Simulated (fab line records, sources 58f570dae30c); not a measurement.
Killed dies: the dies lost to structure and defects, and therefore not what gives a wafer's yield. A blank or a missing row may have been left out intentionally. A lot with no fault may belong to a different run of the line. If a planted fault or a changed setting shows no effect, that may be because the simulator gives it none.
The tool behind it: which one? :: flow berkeley-cmos170 :: 42 wafers from 14 lots sampled at 5 of the route's 331 steps

## WHAT THE GAUGES SHOWED, per wafer
UCB170_M2_RS_MEAS_02: measures by four-point-probe. Usual: M2_AL_RS gives 0.0323 ohm/sq (standard deviation 0.00056).
lot: L604
measured: day 8 16:31
on: film-metro-04
M2_AL_RS (ohm/sq): 0.0320 0.0330 0.0321
flag: 

lot: L605
measured: day 9 00:05
on: film-metro-03
M2_AL_RS (ohm/sq): 0.0335 0.0337 0.0334
flag: 

lot: L606
measured: day 9 01:26
on: film-metro-04
M2_AL_RS (ohm/sq): 0.0323 0.0325 0.0321
flag: 

lot: L608
measured: day 9 08:35
on: film-metro-03
M2_AL_RS (ohm/sq): 0.0322 0.0322 0.0325
flag: 

lot: L609
measured: day 10 13:29
on: film-metro-02
M2_AL_RS (ohm/sq): 0.0327 0.0327 0.0327
flag: 

lot: L610
measured: day 10 13:44
on: film-metro-03
M2_AL_RS (ohm/sq): 0.0325 0.0317 0.0321
flag: 

lot: L612
measured: day 10 13:58
on: film-metro-02
M2_AL_RS (ohm/sq): 0.0328 0.0328 0.0328
flag: 

lot: L611
measured: day 10 13:42
on: film-metro-04
M2_AL_RS (ohm/sq): 0.0328 0.0325 0.0320
flag: 

lot: L613
measured: day 10 22:27
on: film-metro-02
M2_AL_RS (ohm/sq): 0.0319 0.0320 0.0320
flag: 

lot: L616
measured: day 11 17:25
on: film-metro-04
M2_AL_RS (ohm/sq): 0.0329 0.0327 0.0328
flag: 

lot: L619
measured: day 12 04:36
on: film-metro-02
M2_AL_RS (ohm/sq): 0.0320 0.0316 0.0318
flag: 

lot: L618
measured: day 12 05:04
on: film-metro-04
M2_AL_RS (ohm/sq): 0.0706 0.0718 0.0714
flag: OFF

lot: L621
measured: day 12 14:49
on: film-metro-04
M2_AL_RS (ohm/sq): 0.0699 0.0714 0.0721
flag: OFF

lot: L626
measured: day 14 04:32
on: film-metro-04
M2_AL_RS (ohm/sq): 0.0314 0.0319 0.0311
flag: 

UCB170_M2_THK_MEAS_03: measures by xrf. Usual: M2_AL_THK gives 880 nm (standard deviation 18).
lot: L604
measured: day 8 16:37
on: film-metro-04
M2_AL_THK (nm): 883 867 894
flag: 

lot: L605
measured: day 9 00:13
on: film-metro-03
M2_AL_THK (nm): 843 842 845
flag: 

lot: L606
measured: day 9 01:34
on: film-metro-04
M2_AL_THK (nm): 874 868 878
flag: 

lot: L608
measured: day 9 08:41
on: film-metro-03
M2_AL_THK (nm): 879 873 867
flag: 

lot: L609
measured: day 10 13:34
on: film-metro-02
M2_AL_THK (nm): 886 880 880
flag: 

lot: L610
measured: day 10 13:50
on: film-metro-03
M2_AL_THK (nm): 867 892 875
flag: 

lot: L612
measured: day 10 14:05
on: film-metro-02
M2_AL_THK (nm): 877 880 878
flag: 

lot: L611
measured: day 10 13:49
on: film-metro-04
M2_AL_THK (nm): 864 879 887
flag: 

lot: L613
measured: day 10 22:34
on: film-metro-02
M2_AL_THK (nm): 901 900 896
flag: 

lot: L616
measured: day 11 17:31
on: film-metro-04
M2_AL_THK (nm): 876 867 874
flag: 

lot: L619
measured: day 12 04:43
on: film-metro-02
M2_AL_THK (nm): 898 915 904
flag: 

lot: L618
measured: day 12 05:11
on: film-metro-04
M2_AL_THK (nm): 407 400 405
flag: OFF

lot: L621
measured: day 12 14:56
on: film-metro-04
M2_AL_THK (nm): 410 405 401
flag: OFF

lot: L626
measured: day 14 04:40
on: film-metro-04
M2_AL_THK (nm): 906 892 912
flag: 

## EACH LOT AND THE TOOL THAT RAN IT (in order: tool; ch and the chambers of the sampled wafers; start)
lot: L604
UCB170_CONTACT_STRIP_19: plasma-asher-04 ch 0,1, day 8 09:40
UCB170_V1_CVD_00: pecvd-04 ch 0,2, day 8 13:38
UCB170_M2_SPUTTER_01: pvd-sputter-02, day 8 16:23

lot: L605
UCB170_CONTACT_STRIP_19: plasma-asher-02 ch 0,1, day 8 18:10
UCB170_V1_CVD_00: pecvd-02 ch 0,1, day 8 21:33
UCB170_M2_SPUTTER_01: pvd-sputter-01, day 9 00:01

lot: L606
UCB170_CONTACT_STRIP_19: plasma-asher-03 ch 0,1, day 8 18:19
UCB170_V1_CVD_00: pecvd-04 ch 1,2, day 8 22:53
UCB170_M2_SPUTTER_01: pvd-sputter-04, day 9 01:22

lot: L608
UCB170_CONTACT_STRIP_19: plasma-asher-03 ch 0,1, day 9 02:32
UCB170_V1_CVD_00: pecvd-02 ch 0,1, day 9 06:01
UCB170_M2_SPUTTER_01: pvd-sputter-01, day 9 08:29

lot: L609
UCB170_CONTACT_STRIP_19: plasma-asher-04 ch 0,1, day 10 04:04
UCB170_V1_CVD_00: pecvd-02 ch 0,1,2, day 10 07:32
UCB170_M2_SPUTTER_01: pvd-sputter-01, day 10 13:20

lot: L610
UCB170_CONTACT_STRIP_19: plasma-asher-03 ch 0,1, day 10 04:14
UCB170_V1_CVD_00: pecvd-01 ch 0,2, day 10 08:47
UCB170_M2_SPUTTER_01: pvd-sputter-04, day 10 13:37

lot: L612
UCB170_CONTACT_STRIP_19: plasma-asher-04 ch 0,1, day 10 04:23
UCB170_V1_CVD_00: pecvd-04 ch 0,1, day 10 08:47
UCB170_M2_SPUTTER_01: pvd-sputter-01, day 10 13:53

lot: L611
UCB170_CONTACT_STRIP_19: plasma-asher-03 ch 0,1, day 10 05:13
UCB170_V1_CVD_00: pecvd-02 ch 0,2, day 10 10:07
UCB170_M2_SPUTTER_01: pvd-sputter-02, day 10 13:37

lot: L613
UCB170_CONTACT_STRIP_19: plasma-asher-04 ch 0,1, day 10 15:06
UCB170_V1_CVD_00: pecvd-02 ch 0,1, day 10 19:30
UCB170_M2_SPUTTER_01: pvd-sputter-04, day 10 22:22

lot: L616
UCB170_CONTACT_STRIP_19: plasma-asher-03 ch 0,1, day 11 10:17
UCB170_V1_CVD_00: pecvd-02 ch 0,1,2, day 11 14:53
UCB170_M2_SPUTTER_01: pvd-sputter-01, day 11 17:16

lot: L619
UCB170_CONTACT_STRIP_19: plasma-asher-04 ch 0,1, day 11 19:09
UCB170_V1_CVD_00: pecvd-04 ch 0,2, day 11 23:29
UCB170_M2_SPUTTER_01: pvd-sputter-04, day 12 04:30

lot: L618
UCB170_CONTACT_STRIP_19: plasma-asher-02 ch 0,1, day 11 19:50
UCB170_V1_CVD_00: pecvd-01 ch 0,2, day 12 00:49
UCB170_M2_SPUTTER_01: pvd-sputter-01, day 12 04:59

lot: L621
UCB170_CONTACT_STRIP_19: plasma-asher-03 ch 1, day 12 07:08
UCB170_V1_CVD_00: pecvd-04 ch 1,2, day 12 10:38
UCB170_M2_SPUTTER_01: pvd-sputter-01, day 12 14:44

lot: L626
UCB170_CONTACT_STRIP_19: plasma-asher-03 ch 1, day 13 19:37
UCB170_V1_CVD_00: pecvd-02 ch 1,2, day 13 23:41
UCB170_M2_SPUTTER_01: pvd-sputter-04, day 14 04:27
- UCB170_CONTACT_STRIP_19: strips in O2.
- UCB170_V1_CVD_00: deposits SiO2 from TEOS/O2, target thk 2000 nm, time 250 s.
- UCB170_M2_SPUTTER_01: material Al, target thk 900 nm, time 120 s.

## WHAT THE TOOLS THEMSELVES READ (means of the sampled wafers that have a number; where no wafer has one, the mark that the record gives instead)
UCB170_CONTACT_STRIP_19. Usual: chamber-pressure-mTorr 3500 mTorr, standard deviation 3.1; drypump-motor-current-A 5.54 A, standard deviation 0.27; oes-product-au 0.725 a.u., standard deviation 0.0048.
lot: L604
tool: plasma-asher-04
chamber-pressure-mTorr (mTorr): 3497
drypump-motor-current-A (A): 5.82
oes-product-au (a.u.): 0.727
flag: 

lot: L605
tool: plasma-asher-02
chamber-pressure-mTorr (mTorr): 3499
drypump-motor-current-A (A): 5.65
oes-product-au (a.u.): 0.728
flag: 

lot: L606
tool: plasma-asher-03
chamber-pressure-mTorr (mTorr): 3498
drypump-motor-current-A (A): 5.33
oes-product-au (a.u.): 0.727
flag: 

lot: L608
tool: plasma-asher-03
chamber-pressure-mTorr (mTorr): 3502
drypump-motor-current-A (A): 5.45
oes-product-au (a.u.): 0.727
flag: 

lot: L609
tool: plasma-asher-04
chamber-pressure-mTorr (mTorr): 3502
drypump-motor-current-A (A): 5.64
oes-product-au (a.u.): 0.728
flag: 

lot: L610
tool: plasma-asher-03
chamber-pressure-mTorr (mTorr): 3500
drypump-motor-current-A (A): 5.33
oes-product-au (a.u.): 0.725
flag: 

lot: L612
tool: plasma-asher-04
chamber-pressure-mTorr (mTorr): 3501
drypump-motor-current-A (A): 5.65
oes-product-au (a.u.): 0.720
flag: 

lot: L611
tool: plasma-asher-03
chamber-pressure-mTorr (mTorr): 3503
drypump-motor-current-A (A): 5.49
oes-product-au (a.u.): 0.724
flag: 

lot: L613
tool: plasma-asher-04
chamber-pressure-mTorr (mTorr): 3500
drypump-motor-current-A (A): 5.63
oes-product-au (a.u.): 0.729
flag: 

lot: L616
tool: plasma-asher-03
chamber-pressure-mTorr (mTorr): 3502
drypump-motor-current-A (A): 5.34
oes-product-au (a.u.): 0.724
flag: 

lot: L619
tool: plasma-asher-04
chamber-pressure-mTorr (mTorr): 3501
drypump-motor-current-A (A): 5.63
oes-product-au (a.u.): 0.727
flag: 

lot: L618
tool: plasma-asher-02
chamber-pressure-mTorr (mTorr): 3498
drypump-motor-current-A (A): 5.67
oes-product-au (a.u.): 0.726
flag: 

lot: L621
tool: plasma-asher-03
chamber-pressure-mTorr (mTorr): 3499
drypump-motor-current-A (A): 5.58
oes-product-au (a.u.): 0.721
flag: 

lot: L626
tool: plasma-asher-03
chamber-pressure-mTorr (mTorr): 3502
drypump-motor-current-A (A): 5.58
oes-product-au (a.u.): 0.725
flag: 

UCB170_V1_CVD_00. Usual: heater-power-w at 245 W, with a standard deviation of 52.
lot: L604
tool: pecvd-04
heater-power-w (W): 215
flag: 

lot: L605
tool: pecvd-02
heater-power-w (W): 232
flag: 

lot: L606
tool: pecvd-04
heater-power-w (W): 279
flag: 

lot: L608
tool: pecvd-02
heater-power-w (W): 208
flag: 

lot: L609
tool: pecvd-02
heater-power-w (W): 214
flag: 

lot: L610
tool: pecvd-01
heater-power-w (W): 244
flag: 

lot: L612
tool: pecvd-04
heater-power-w (W): 242
flag: 

lot: L611
tool: pecvd-02
heater-power-w (W): 234
flag: 

lot: L613
tool: pecvd-02
heater-power-w (W): 187
flag: 

lot: L616
tool: pecvd-02
heater-power-w (W): 210
flag: 

lot: L619
tool: pecvd-04
heater-power-w (W): 259
flag: 

lot: L618
tool: pecvd-01
heater-power-w (W): 239
flag: 

lot: L621
tool: pecvd-04
heater-power-w (W): 302
flag: 

lot: L626
tool: pecvd-02
heater-power-w (W): 183
flag: 

UCB170_M2_SPUTTER_01. Usual: throttle-valve-pct at 29.7 %, with a standard deviation of 1.
lot: L604
tool: pvd-sputter-02
throttle-valve-pct (%): 29.4
flag: 

lot: L605
tool: pvd-sputter-01
throttle-valve-pct (%): 29.6
flag: 

lot: L606
tool: pvd-sputter-04
throttle-valve-pct (%): 29.8
flag: 

lot: L608
tool: pvd-sputter-01
throttle-valve-pct (%): 29.7
flag: 

lot: L609
tool: pvd-sputter-01
throttle-valve-pct (%): 29.8
flag: 

lot: L610
tool: pvd-sputter-04
throttle-valve-pct (%): 29.4
flag: 

lot: L612
tool: pvd-sputter-01
throttle-valve-pct (%): 29.0
flag: 

lot: L611
tool: pvd-sputter-02
throttle-valve-pct (%): 29.8
flag: 

lot: L613
tool: pvd-sputter-04
throttle-valve-pct (%): 30.4
flag: 

lot: L616
tool: pvd-sputter-01
throttle-valve-pct (%): 30.4
flag: 

lot: L619
tool: pvd-sputter-04
throttle-valve-pct (%): 29.7
flag: 

lot: L618
tool: pvd-sputter-01
throttle-valve-pct (%): 30.6
flag: 

lot: L621
tool: pvd-sputter-01
throttle-valve-pct (%): 30.1
flag: 

lot: L626
tool: pvd-sputter-04
throttle-valve-pct (%): 29.6
flag: 

## THE ANSWER, worked out from the rows above alone
Rule: lot off if the mean of its wafers having a number is beyond 3 standard deviations from the usual mean. A lot without any number at a reading at which 4 lots or more have one is off too. The other lots that the step has rows for count as sound. The gauges are gone through in route order, then the tools' own readings, and for those a lot's mean is taken as printed above. The first step at which some lot is off is used, and at that step the reading that is off furthest; a lot without a number counts as furthest.
Off: L618, L621, seen at UCB170_M2_RS_MEAS_02 (M2_AL_RS).
If a tool, at a process step before that reading, ran all the lots that are off and no sound lot after the first of them, it fits. The gauges at UCB170_M2_RS_MEAS_02 are tried like those tools. One candidate fits, namely pvd-sputter-01 at UCB170_M2_SPUTTER_01. A fault onset in the window from L616 (day 11 17:16, its last sound lot) to L618 (day 12 04:59, its first lot off) fits.

## WHAT THE SIMULATOR HAD PUT IN
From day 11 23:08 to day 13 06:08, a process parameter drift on pvd-sputter-01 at UCB170_M2_SPUTTER_01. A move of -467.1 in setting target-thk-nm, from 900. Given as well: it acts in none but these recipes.
Struck lots among those shown: L618, L621. The rule above reached the same finding.
